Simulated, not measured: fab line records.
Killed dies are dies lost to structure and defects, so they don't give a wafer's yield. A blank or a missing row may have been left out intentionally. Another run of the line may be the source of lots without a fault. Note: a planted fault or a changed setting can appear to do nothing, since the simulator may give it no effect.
A struck lot beside a sound one	flow ritCmos	30 steps out of a route of 202
Sound: wafers L427.2, L427.4, L427.6. The struck wafers were L441.1, L441.2, L441.5. Last of all comes the cause.
Each step with rows lists, per side, the tool, then ch with its chambers, then its first start. Under that, the readings that differ: sound wafers	struck wafers	difference of the means	sigmas: that difference in standard deviations of wafers without a fault.
alike: readings with means less than 2 such deviations apart, plus words and numbers identical on both sides. not compared: withheld readings, readings lacking a value on some wafer, bounds such as >300 that could conceal the same value, and numbers that have no deviation in the record and whose values overlap.
A row with sigmas, a row that says differs or no value, or rows on one side alone: a step with any of these is where the two part. When numbers do not overlap yet have no deviation, they are printed without sigmas and do not part them. A reading missing from all wafers of one side parts the sides only when that side holds two or more wafers.

RIT_FOX2_THK_MEAS_01:
  sound on filmMetro-02 at day 3 02:01; struck on filmMetro-02 at day 5 23:04
  alike: FOX2_OXIDE_THK
then, 2 steps without rows for these wafers: RIT_FOX2_CLEAN_02 (cleans in dHF, time 180 s); RIT_FOX2_WET_ETCH_03 (etches Si3N4 in H3PO4, target depth 195 nm, time 2700 s).
RIT_FOX2_THK_MEAS_90:
  sound on filmMetro-01 at day 3 02:58; struck on filmMetro-04 at day 5 23:57
  alike: FIELD_OXIDE_LEFT_1_THK
then, 6 steps without rows for these wafers: RIT_NWELL_HMDS_00 (prime time 60 s); RIT_NWELL_COAT_01 (resist thk 1300 nm); RIT_NWELL_SOFTBAKE_02 (time 60 s); RIT_NWELL_EXPOSE_03 (exposes mask M2, target cd 43900 nm); RIT_NWELL_PEB_04; RIT_NWELL_DEVELOP_05 (develop time 68 s).
RIT_NWELL_OVL_MEAS_06:
  sound on overlay-02 at day 3 03:55; struck on overlay-01 at day 6 01:04
  alike: NWELL_OVL
then, 1 step without rows for these wafers: RIT_NWELL_HARDBAKE_07 (time 120 s).
RIT_NWELL_IMPLANT_08:
  sound on implanter-02 ch 0, day 3 04:14; struck on implanter-02 ch 0, day 6 01:22
reading	sound	struck	difference	sigmas
beamOnS (s)	9.84 9.81 9.79	11.22 10.63 10.96	+1.12	+6
endStationPressureTorr (Torr)	4.6e-06 4.83e-06 5.11e-06	5.116e-05 4.838e-05 5.029e-05	+4.510e-05	+99 or more
faradayCurrentUA	160 162 162	142 150 146	-15	-5
  alike: doseIonsCm2
RIT_NWELL_STRIP_09: strips in O2, time 180 s.
  sound on plasmaAsher-01 ch 1, day 3 04:21; struck on plasmaAsher-02 ch 0,1, day 6 01:31
  alike: drypumpMotorCurrentA
  not compared: rfHoursCounterH
RIT_NWELL_TW_MEAS_10:
  sound on filmMetro-03 at day 3 04:32; struck on filmMetro-03 at day 6 01:41
  alike: NWELL_TW
then, 6 steps without rows for these wafers: RIT_PWELL_HMDS_00 (prime time 60 s); RIT_PWELL_COAT_01 (resist thk 1300 nm); RIT_PWELL_SOFTBAKE_02 (time 60 s); RIT_PWELL_EXPOSE_03 (exposes mask M3, target cd 43700 nm); RIT_PWELL_PEB_04; RIT_PWELL_DEVELOP_05 (develop time 68 s).
RIT_PWELL_OVL_MEAS_06:
  sound on overlay-02 at day 3 05:34; struck on overlay-01 at day 6 02:39
  alike: PWELL_OVL
then, 2 steps without rows for these wafers: RIT_PWELL_HARDBAKE_07 (time 120 s); RIT_PWELL_IMPLANT_08.
RIT_PWELL_STRIP_09: strips in O2, time 180 s.
  sound on plasmaAsher-03 ch 0,1, day 3 06:00; struck on plasmaAsher-04 ch 0,1, day 6 03:05
  alike: drypumpMotorCurrentA
  not compared: rfHoursCounterH
RIT_PWELL_TW_MEAS_10:
  sound on filmMetro-01 at day 3 06:11; struck on filmMetro-01 at day 6 03:16
  alike: PWELL_TW
then, 1 step without rows for these wafers: RIT_WELLDRIVE_ANNEAL_00 (time 14700 s).
RIT_WELLDRIVE_RS_MEAS_01: the measuring method here is four-point-probe.
  sound on filmMetro-02 at day 3 12:46; struck on filmMetro-03 at day 6 09:08
reading	sound	struck	difference	sigmas
NWELL_RS (ohm/sq)	275.6 276.4 274.6	258.7 259.0 258.7	-16.7	-17
RIT_WELLDRIVE_RS_MEAS_02: the measuring method here is four-point-probe.
  sound on filmMetro-02 at day 3 12:53; struck on filmMetro-03 at day 6 09:15
  alike: PWELL_RS
RIT_M1_PROBE_99:
  sound on prober-02 at day 4 19:43; struck on prober-02 at day 7 14:35
reading	sound	struck	difference	sigmas
model.etest.nwellPinched.rsOhmSq	341.6 344 339.3	318.6 312.5 319.2	-24.9	
model.etest.wellEdgeLeft.lineOhmUm	185.6 180.8 182.5	169.5 172.5 172.3	-11.5	
model.etest.wellEdgeRight.lineOhmUm	186.3 183.5 183.2	169.6 171.1 169.4	-14.3	
model.etest.fieldP.vtV (V)	-12 -11.98 -12.02	-13.67 -13.57 -13.66	-1.63	
model.etest.isoNwellNwell.bvV (V)	22.3 22.29 22.14	20.64 20.98 21.2	-1.30	
model.etest.diodePplusNwell.bvV (V)	6.613 6.737 6.65	6.495 6.452 6.482	-0.190	
model.etest.vpnp.gain	1.115 1.109 1.095	1.02 0.9915 0.9831	-0.11	
model.etest.diodePplusComb.cjFfUm2	1.999 2.003 2.008	2.08 2.072 2.074	+0.07	
  alike: killedAtContacts, killedAtFrontEnd, killedDies, killedOpen, killedShort

== WHERE THEY PART ==
At RIT_NWELL_IMPLANT_08 first; at RIT_WELLDRIVE_RS_MEAS_01 last (within this record only). Later steps at which nothing parts them and some readings are alike: RIT_WELLDRIVE_RS_MEAS_02, RIT_M1_PROBE_99.

WHY: what the simulator had put in
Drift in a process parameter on implanter-02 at RIT_NWELL_IMPLANT_08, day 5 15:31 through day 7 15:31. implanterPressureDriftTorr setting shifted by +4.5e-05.
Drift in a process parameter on implanter-02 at RIT_NWELL_IMPLANT_08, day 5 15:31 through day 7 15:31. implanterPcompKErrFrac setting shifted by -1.
